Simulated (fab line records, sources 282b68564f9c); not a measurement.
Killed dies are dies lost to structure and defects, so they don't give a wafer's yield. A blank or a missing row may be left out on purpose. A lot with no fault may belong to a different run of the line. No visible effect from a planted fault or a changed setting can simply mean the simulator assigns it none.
fab line records ; flow rit_cmos
record: lots: 14; wafers: 42; last_day: 7
route steps=202 shown PRETRO@70 GATE@81 CONTACT@177 M1@202
lots that met no fault: taken from a fault-free run of the same line
start_h: the number of hours between the record's first day and the start of the first shown wafer of the lot ; wait_h: hours elapsed since this lot's preceding step ; " identical to the entry in the row above ; L1.1+2: a row that stands for several wafers ; - no value, or no start was given ; * or withheld: withheld ; < > ~ a bound
route shown NAME@n: names a module that has steps shown in the file, with the first one's number in the route ; usual: mean/standard deviation taken from wafers without a fault ; same: alike in all rows ; chamber/n: place in a boat ; sites: per-site readings ; _std_site: the standard deviation of these ; _edge_site: inner sites' mean taken away from outer sites' mean ; radius_mm: how far each site lies from the wafer's centre ; mask NAME#n: copy n ; behind: the tool/chamber that last shaped the wafer ; hold: why the lot went on hold/how many hours it stayed there/how the hold came to an end ; device: which transistor (n, p or np) failed to switch ; end of line: at the end of the route, the tests of the same wafers ; where a step has no rows: the recipe by itself ; killed: dies lost to structure and defects at the first sort, not the wafer's yield ; map: a wafer's dies, marking killed ones x, the rest . and places with no die _
set.NAME: the setting the step ran with; set.NAME@STEP: the setting that earlier step ran with ; model.NAME: the simulator's own value behind a step, which no gauge read
route steps across a sampled set of lots; one table per step, one row per wafer
services: a tool's chamber out of use, with start hour (start_h, from the record's first day; less than 0 if before it), hours out, and reason
== steps ==
step: RIT_PRETRO_OVL_MEAS_06
usual: PRETRO_OVL: -0.5/1.5
lot.wafer;tool;chamber;start_h;wait_h;PRETRO_OVL[nm]
L695.1;overlay-02;-;33.55;-;-2.9
L695.4;overlay-02;-;33.55;-;-4.2
L695.6;overlay-02;-;33.55;-;-3.0
L696.2;overlay-02;-;37.80;-;-1.5
L696.3;overlay-02;-;37.80;-;-1.2
L696.6;overlay-02;-;37.80;-;0.2
L698.3;overlay-02;-;47.44;-;-1.1
L698.4;overlay-02;-;47.44;-;-0.8
L698.6;overlay-02;-;47.44;-;-0.2
L699.1;overlay-01;-;54.47;-;-2.3
L699.4;overlay-01;-;54.47;-;-1.4
L699.5;overlay-01;-;54.47;-;-0.9
L700.3;overlay-02;-;59.34;-;-0.8
L700.5;overlay-02;-;59.34;-;-0.9
L700.6;overlay-02;-;59.34;-;-0.7
L701.1;overlay-01;-;64.66;-;0.9
L701.3;overlay-01;-;64.66;-;0.4
L701.4;overlay-01;-;64.66;-;0.9
L702.1;overlay-02;-;67.20;-;-0.1
L702.2;overlay-02;-;67.20;-;0.2
L702.3;overlay-02;-;67.20;-;0.9
L703.2;overlay-01;-;72.38;-;-1.1
L703.4;overlay-01;-;72.38;-;-1.0
L703.6;overlay-01;-;72.38;-;-2.1
L704.1;overlay-02;-;77.33;-;-0.4
L704.4;overlay-02;-;77.33;-;-1.1
L704.5;overlay-02;-;77.33;-;-2.5
L709.1;overlay-01;-;108.23;-;1.2
L709.2;overlay-01;-;108.23;-;0.2
L709.4;overlay-01;-;108.23;-;1.4
L710.1;overlay-02;-;112.98;-;0.3
L710.2;overlay-02;-;112.98;-;0.3
L710.6;overlay-02;-;112.98;-;-0.6
L714.2;overlay-02;-;129.67;-;-0.4
L714.3;overlay-02;-;129.67;-;-0.6
L714.6;overlay-02;-;129.67;-;-0.9
L716.1;overlay-01;-;137.78;-;-0.7
L716.3;overlay-01;-;137.78;-;-0.8
L716.6;overlay-01;-;137.78;-;-0.8
L718.4;overlay-02;-;148.83;-;-0.9
L718.5;overlay-02;-;148.83;-;-2.6
L718.6;overlay-02;-;148.83;-;-2.8
step: RIT_GATE_OXIDATION_05
recipe: temp_c: 900; ambient: O2; target_thk_a: 30; ox_time_s: 270
usual: spike_tc_centre_C: 903.6/1.2; spike_tc_load_C: 922.6/2.1; spike_tc_source_C: 922.9/1.2; tube_center_temp_C: 900.01/0.081; tube_center_temp_C_max: 902.3/0.39
lot.wafer;tool;chamber;start_h;wait_h;spike_tc_centre_C;spike_tc_load_C;spike_tc_source_C;tube_center_temp_C;tube_center_temp_C_max
L695.1;furnace-01;0;34.70;0.1;901.5;923.8;925.7;900.03;902.3
L695.4;furnace-01;0;34.70;0.1;903.8;924.0;923.0;900.05;901.9
L695.6;furnace-01;0;34.70;0.1;903.8;924.0;922.1;900.05;902.1
L696.2;furnace-03;0;39.59;0.7;904.0;922.9;923.7;900.09;902.3
L696.3;furnace-03;0;39.59;0.7;905.8;922.3;922.1;899.84;902.0
L696.6;furnace-03;0;39.59;0.7;904.3;922.2;923.1;899.9;902.1
L698.3;furnace-04;0;49.19;0.6;902.1;918.0;922.5;899.92;902.3
L698.4;furnace-04;0;49.19;0.6;902.3;922.0;921.6;899.86;902.0
L698.6;furnace-04;0;49.19;0.6;903.5;920.5;922.7;899.88;901.7
L699.1;furnace-01;0;55.61;0.1;906.0;923.8;920.7;900.09;902.3
L699.4;furnace-01;0;55.61;0.1;903.0;924.8;925.2;899.98;902.7
L699.5;furnace-01;0;55.61;0.1;904.2;924.6;925.0;900.13;902.7
L700.3;furnace-04;0;61.74;1.3;904.8;921.2;921.7;900.04;901.9
L700.5;furnace-04;0;61.74;1.3;903.6;920.2;921.3;899.9;901.9
L700.6;furnace-04;0;61.74;1.3;903.5;919.9;923.3;899.99;902.3
L701.1;furnace-04;0;66.96;1.2;903.1;921.4;921.7;900.04;902.0
L701.3;furnace-04;0;66.96;1.2;903.3;921.2;920.9;900.15;902.5
L701.4;furnace-04;0;66.96;1.2;903.5;920.3;921.3;900.18;902.5
L702.1;furnace-03;0;68.71;0.4;903.5;922.1;923.0;900.08;901.8
L702.2;furnace-03;0;68.71;0.4;903.9;922.3;922.5;899.97;902.1
L702.3;furnace-03;0;68.71;0.4;905.1;922.5;924.2;899.96;902.3
L703.2;furnace-03;0;76.00;2.5;906.2;924.6;923.4;900.11;902.7
L703.4;furnace-03;0;76.00;2.5;903.5;923.7;921.4;900.01;902.2
L703.6;furnace-03;0;76.00;2.5;905.9;922.5;924.8;899.97;901.8
L704.1;furnace-01;0;81.55;3.1;904.0;924.5;923.0;899.98;902.3
L704.4;furnace-01;0;81.55;3.1;903.7;922.6;923.1;899.96;902.4
L704.5;furnace-01;0;81.55;3.1;903.6;924.7;922.1;900.1;902.7
L709.1;furnace-03;0;110.31;1.0;924.2;943.5;943.2;919.92;922.4
L709.2;furnace-03;0;110.31;1.0;924.4;941.8;943.6;920.06;922.5
L709.4;furnace-03;0;110.31;1.0;922.9;944.6;945.5;919.97;922.1
L710.1;furnace-03;0;115.25;1.2;925.5;944.0;943.6;920.04;922.9
L710.2;furnace-03;0;115.25;1.2;925.1;942.0;942.9;920.01;922.5
L710.6;furnace-03;0;115.25;1.2;924.2;942.8;944.0;920.13;922.4
L714.2;furnace-04;0;131.88;1.1;904.0;919.6;922.6;900.08;902.3
L714.3;furnace-04;0;131.88;1.1;903.3;920.9;923.1;900;903.1
L714.6;furnace-04;0;131.88;1.1;904.5;919.6;919.2;900.08;902.3
L716.1;furnace-04;0;139.60;0.7;903.0;920.8;922.7;900.05;902.1
L716.3;furnace-04;0;139.60;0.7;902.9;918.1;924.1;899.99;902.7
L716.6;furnace-04;0;139.60;0.7;905.5;919.7;922.0;900.1;902.2
L718.4;furnace-04;0;149.96;0.0;904.5;920.9;921.9;899.93;902.7
L718.5;furnace-04;0;149.96;0.0;904.1;918.0;922.0;900.03;902.3
L718.6;furnace-04;0;149.96;0.0;902.8;919.0;921.2;899.99;902.2
step: RIT_GATE_THK_MEAS_07
recipe: reads: SiO2_of_GATE_OXIDATION_05
usual: GATE_OXIDE_THK: 2.99/0.064
lot.wafer;tool;chamber;start_h;wait_h;GATE_OXIDE_THK[nm]
L695.1;film_metro-03;-;36.02;0.0;2.84
L695.4;film_metro-03;-;36.02;0.0;2.96
L695.6;film_metro-03;-;36.02;0.0;2.96
L696.2;film_metro-02;-;42.81;0.0;3.00
L696.3;film_metro-02;-;42.81;0.0;3.00
L696.6;film_metro-02;-;42.81;0.0;2.97
L698.3;film_metro-03;-;52.26;0.0;2.99
L698.4;film_metro-03;-;52.26;0.0;3.05
L698.6;film_metro-03;-;52.26;0.0;2.98
L699.1;film_metro-04;-;57.30;0.0;2.96
L699.4;film_metro-04;-;57.30;0.0;2.92
L699.5;film_metro-04;-;57.30;0.0;2.93
L700.3;film_metro-02;-;63.65;0.0;3.01
L700.5;film_metro-02;-;63.65;0.0;3.06
L700.6;film_metro-02;-;63.65;0.0;3.02
L701.1;film_metro-04;-;68.71;0.0;2.93
L701.3;film_metro-04;-;68.71;0.0;2.90
L701.4;film_metro-04;-;68.71;0.0;2.94
L702.1;film_metro-02;-;70.03;0.0;3.10
L702.2;film_metro-02;-;70.03;0.0;3.05
L702.3;film_metro-02;-;70.03;0.0;3.10
L703.2;film_metro-02;-;81.20;0.0;3.07
L703.4;film_metro-02;-;81.20;0.0;3.05
L703.6;film_metro-02;-;81.20;0.0;3.12
L704.1;film_metro-04;-;86.12;0.0;3.03
L704.4;film_metro-04;-;86.12;0.0;3.00
L704.5;film_metro-04;-;86.12;0.0;3.04
L709.1;film_metro-03;-;114.59;0.0;3.85
L709.2;film_metro-03;-;114.59;0.0;3.75
L709.4;film_metro-03;-;114.59;0.0;3.84
L710.1;film_metro-02;-;119.33;0.0;3.72
L710.2;film_metro-02;-;119.33;0.0;3.72
L710.6;film_metro-02;-;119.33;0.0;3.75
L714.2;film_metro-04;-;134.53;0.0;2.93
L714.3;film_metro-04;-;134.53;0.0;2.92
L714.6;film_metro-04;-;134.53;0.0;2.95
L716.1;film_metro-04;-;140.93;0.0;2.93
L716.3;film_metro-04;-;140.93;0.0;2.82
L716.6;film_metro-04;-;140.93;0.0;2.93
L718.4;film_metro-02;-;151.32;0.0;2.95
L718.5;film_metro-02;-;151.32;0.0;3.00
L718.6;film_metro-02;-;151.32;0.0;2.94
step: RIT_GATE_CD_MEAS_16
recipe: target_cd_nm: 150
usual: cd_nm: 148.5/2.5
lot.wafer;tool;chamber;start_h;wait_h;cd_nm
L695.1;cd_sem-01;-;38.89;-;149.4
L695.4;cd_sem-01;-;38.89;-;150.4
L695.6;cd_sem-01;-;38.89;-;149.0
L696.2;cd_sem-01;-;45.58;-;151.8
L696.3;cd_sem-01;-;45.58;-;150.0
L696.6;cd_sem-01;-;45.58;-;150.2
L698.3;cd_sem-01;-;55.00;-;148.2
L698.4;cd_sem-01;-;55.00;-;146.3
L698.6;cd_sem-01;-;55.00;-;147.2
L699.1;cd_sem-02;-;60.00;-;154.7
L699.4;cd_sem-02;-;60.00;-;153.9
L699.5;cd_sem-02;-;60.00;-;154.3
L700.3;cd_sem-02;-;66.38;-;146.2
L700.5;cd_sem-02;-;66.38;-;146.9
L700.6;cd_sem-02;-;66.38;-;146.7
L701.1;cd_sem-02;-;71.29;-;148.0
L701.3;cd_sem-02;-;71.29;-;151.8
L701.4;cd_sem-02;-;71.29;-;149.3
L702.1;cd_sem-01;-;72.94;-;150.8
L702.2;cd_sem-01;-;72.94;-;150.6
L702.3;cd_sem-01;-;72.94;-;150.2
L703.2;cd_sem-01;-;83.92;-;145.6
L703.4;cd_sem-01;-;83.92;-;146.3
L703.6;cd_sem-01;-;83.92;-;146.4
L704.1;cd_sem-01;-;88.71;-;150.1
L704.4;cd_sem-01;-;88.71;-;149.5
L704.5;cd_sem-01;-;88.71;-;148.0
L709.1;cd_sem-01;-;117.46;-;148.3
L709.2;cd_sem-01;-;117.46;-;151.3
L709.4;cd_sem-01;-;117.46;-;152.6
L710.1;cd_sem-01;-;123.18;-;150.8
L710.2;cd_sem-01;-;123.18;-;149.6
L710.6;cd_sem-01;-;123.18;-;149.8
L714.2;cd_sem-02;-;137.27;-;148.9
L714.3;cd_sem-02;-;137.27;-;149.9
L714.6;cd_sem-02;-;137.27;-;147.5
L716.1;cd_sem-01;-;143.62;-;145.6
L716.3;cd_sem-01;-;143.62;-;146.1
L716.6;cd_sem-01;-;143.62;-;144.7
L718.4;cd_sem-01;-;154.06;-;149.9
L718.5;cd_sem-01;-;154.06;-;148.6
L718.6;cd_sem-01;-;154.06;-;149.1
step: RIT_CONTACT_OVL_MEAS_09
usual: CONTACT_OVL: 0.2/1.4
lot.wafer;tool;chamber;start_h;wait_h;CONTACT_OVL[nm]
L695.1;overlay-02;-;54.12;0.1;-2.0
L695.4;overlay-02;-;54.12;0.1;-0.6
L695.6;overlay-02;-;54.12;0.1;-0.6
L696.2;overlay-02;-;60.83;0.1;-2.6
L696.3;overlay-02;-;60.83;0.1;-1.6
L696.6;overlay-02;-;60.83;0.1;-1.8
L698.3;overlay-02;-;71.12;0.1;1.1
L698.4;overlay-02;-;71.12;0.1;0.3
L698.6;overlay-02;-;71.12;0.1;-0.1
L699.1;overlay-02;-;76.57;0.1;-0.2
L699.4;overlay-02;-;76.57;0.1;-0.2
L699.5;overlay-02;-;76.57;0.1;-1.4
L700.3;overlay-01;-;82.02;0.1;0.3
L700.5;overlay-01;-;82.02;0.1;2.3
L700.6;overlay-01;-;82.02;0.1;1.0
L701.1;overlay-02;-;87.48;0.1;0.1
L701.3;overlay-02;-;87.48;0.1;-1.9
L701.4;overlay-02;-;87.48;0.1;0.6
L702.1;overlay-01;-;90.73;0.1;-0.6
L702.2;overlay-01;-;90.73;0.1;-0.2
L702.3;overlay-01;-;90.73;0.1;0.9
L703.2;overlay-01;-;99.95;0.1;0.3
L703.4;overlay-01;-;99.95;0.1;-0.8
L703.6;overlay-01;-;99.95;0.1;-1.2
L704.1;overlay-02;-;105.87;0.1;-0.1
L704.4;overlay-02;-;105.87;0.1;-0.1
L704.5;overlay-02;-;105.87;0.1;-1.9
L709.1;overlay-02;-;134.12;0.1;-0.4
L709.2;overlay-02;-;134.12;0.1;-1.7
L709.4;overlay-02;-;134.12;0.1;1.4
L710.1;overlay-01;-;138.84;0.1;2.0
L710.2;overlay-01;-;138.84;0.1;1.6
L710.6;overlay-01;-;138.84;0.1;1.5
L714.2;overlay-01;-;152.84;0.1;1.7
L714.3;overlay-01;-;152.84;0.1;1.1
L714.6;overlay-01;-;152.84;0.1;-0.1
L716.1;overlay-02;-;159.01;0.1;1.5
L716.3;overlay-02;-;159.01;0.1;1.3
L716.6;overlay-02;-;159.01;0.1;-1.0
L718.4;overlay-02;-;169.00;0.1;-0.8
L718.5;overlay-02;-;169.00;0.1;1.4
L718.6;overlay-02;-;169.00;0.1;-0.3
step: RIT_M1_PROBE_99
usual: killed_at_M0_to_M3: 0.0/0.25; killed_at_contacts: 0.0/0.18; killed_at_front_end: 7/3.4; killed_dies: 7/3.4; killed_on_rim: 1.8/1.3; killed_open: 3.7/2.2; killed_short: 3.6/2.2
same: gross_dies: 264; killed_at_M4_up: 0; killed_at_back_side: 0; killed_at_other: 0
lot.wafer;tool;chamber;start_h;wait_h;killed_at_M0_to_M3;killed_at_contacts;killed_at_front_end;killed_dies;killed_on_rim;killed_open;killed_short
L699.1;prober-02;-;81.73;0.1;0;0;5;5;4;3;2
L699.4;prober-02;-;81.88;0.2;0;0;10;10;5;5;5
L699.5;prober-02;-;81.93;0.2;0;0;9;9;1;5;4
L703.2;prober-02;-;105.16;0.1;0;0;7;7;1;2;4
L703.4;prober-02;-;105.26;0.2;0;0;11;11;3;3;8
L703.6;prober-02;-;105.36;0.2;0;1;4;5;1;1;3
L704.1;prober-01;-;111.22;0.1;0;0;5;5;0;2;3
L704.4;prober-01;-;111.37;0.2;0;0;1;1;1;1;0
L704.5;prober-01;-;111.42;0.2;0;0;5;5;1;2;3
L709.1;prober-02;-;139.35;0.1;0;0;13;13;4;5;8
L709.2;prober-02;-;139.40;0.1;0;0;9;9;2;7;2
L709.4;prober-02;-;139.50;0.2;0;0;7;7;1;0;7
L710.1;prober-01;-;144.41;0.1;0;0;7;7;1;4;3
L710.2;prober-01;-;144.46;0.1;0;0;10;10;3;7;3
L710.6;prober-01;-;144.66;0.2;0;0;7;7;2;4;3
L714.2;prober-01;-;158.18;0.1;0;0;4;4;1;2;2
L714.3;prober-01;-;158.23;0.2;0;0;11;11;1;5;6
L714.6;prober-01;-;158.38;0.2;0;0;7;7;0;4;3
killed by level:class
L699.1 GATE:geometric_particle:open=2 GATE:geometric_particle:short=2 REOX:geometric_particle:open=1
L699.4 REOX:geometric_particle:open=3 SPACER:geometric_particle:short=3 SPACER:geometric_particle:open=2 SILICIDE:geometric_particle:short=2
L699.5 GATE:geometric_particle:short=3 REOX:geometric_particle:open=2 SPACER:geometric_particle:open=2 GATE:geometric_particle:open=1 SPACER:geometric_particle:short=1
L703.2 GATE:geometric_particle:open=2 SPACER:geometric_particle:short=2 GATE:geometric_particle:short=1 SILICIDE:geometric_particle:short=1 NSD:coat_microbubble_printed=1
L703.4 GATE:geometric_particle:short=6 FOX1:geometric_particle:short=2 GATE:geometric_particle:open=2 FOX1:geometric_particle:open=1
L703.6 GATE:geometric_particle:open=1 GATE:geometric_particle:short=1 SPACER:geometric_particle:short=1 CONTACT:geometric_particle:short=1 NSD:coat_microbubble_printed=1
L704.1 GATE:geometric_particle:short=2 FOX1:geometric_particle:short=1 GATE:geometric_particle:open=1 SILICIDE:geometric_particle:open=1
L704.4 FOX2:geometric_particle:open=1
L704.5 FOX1:geometric_particle:short=1 FOX1:geometric_particle:open=1 GATE:geometric_particle:short=1 GATE:geometric_particle:open=1 REOX:geometric_particle:short=1
L709.1 REOX:geometric_particle:short=4 FOX2:geometric_particle:open=2 SILICIDE:geometric_particle:short=2 FOX1:geometric_particle:open=1 FOX1:geometric_particle:short=1 GATE:geometric_particle:open=1 GATE:geometric_particle:short=1 SPACER:geometric_particle:open=1
L709.2 GATE:geometric_particle:open=3 FOX1:geometric_particle:short=2 SILICIDE:geometric_particle:open=2 FOX1:geometric_particle:open=1 REOX:geometric_particle:open=1
L709.4 FOX1:geometric_particle:short=3 GATE:geometric_particle:short=2 REOX:geometric_particle:short=1 SPACER:geometric_particle:short=1
L710.1 REOX:geometric_particle:open=2 FOX2:geometric_particle:short=1 GATE:geometric_particle:short=1 GATE:geometric_particle:open=1 REOX:geometric_particle:short=1 SPACER:geometric_particle:open=1
L710.2 FOX2:geometric_particle:open=3 GATE:geometric_particle:open=3 GATE:geometric_particle:short=1 REOX:geometric_particle:open=1 REOX:geometric_particle:short=1 SILICIDE:geometric_particle:short=1
L710.6 GATE:geometric_particle:open=3 SILICIDE:geometric_particle:short=2 GATE:geometric_particle:short=1 SPACER:geometric_particle:open=1
L714.2 FOX1:geometric_particle:open=1 GATE:geometric_particle:short=1 SPACER:geometric_particle:short=1 SPACER:geometric_particle:open=1
L714.3 FOX2:geometric_particle:short=2 SPACER:geometric_particle:open=2 FOX1:geometric_particle:short=1 FOX1:geometric_particle:open=1 GATE:geometric_particle:open=1 GATE:geometric_particle:short=1 SPACER:geometric_particle:short=1 SILICIDE:geometric_particle:short=1
L714.6 FOX1:geometric_particle:open=1 FOX2:geometric_particle:short=1 GATE:geometric_particle:short=1 GATE:geometric_particle:open=1 SPACER:geometric_particle:short=1 SPACER:geometric_particle:open=1 SILICIDE:geometric_particle:open=1
== services ==
tool;chamber;start_h;hours;kind
furnace-03;-;37.05;2.5;pm
furnace-04;-;71.96;19.4;pm
furnace-04;-;146.01;3.8;pm
== key ==
first_sign: step: RIT_GATE_OXIDATION_05; reading: tube_center_temp_C; direction: up; sigmas: 99+; usual: *; struck: *
effect: step: RIT_GATE_OXIDATION_05; reading: tube_center_temp_C_max; direction: up; sigmas: 52; usual: *; struck: *
effect: step: RIT_GATE_THK_MEAS_07; reading: GATE_OXIDE_THK; direction: up; sigmas: 12; usual: 2.99; struck: 3.77
met_at RIT_GATE_OXIDATION_05
struck_lots L709,L710
tester_left_out L709,L710
not_acting_at RIT_PRETRO_OVL_MEAS_06,RIT_GATE_CD_MEAS_16,RIT_CONTACT_OVL_MEAS_09
onset_between 76.00 110.31
fault: kind: process_parameter_drift; tool: furnace-03; chamber: -; onset_h: 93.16; steps: RIT_GATE_OXIDATION_05; channel: temp_c; offset: *; shape: step; end_h: 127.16; acts_in: *; stated: *
tester_left_out: of these lots the tester's yield and bins aren't shown, on N5 and GAA mostly nor the transistor test; their killed dies are dies lost to structure and defects alone, not to doping, threshold or leakage, so they don't give the yield
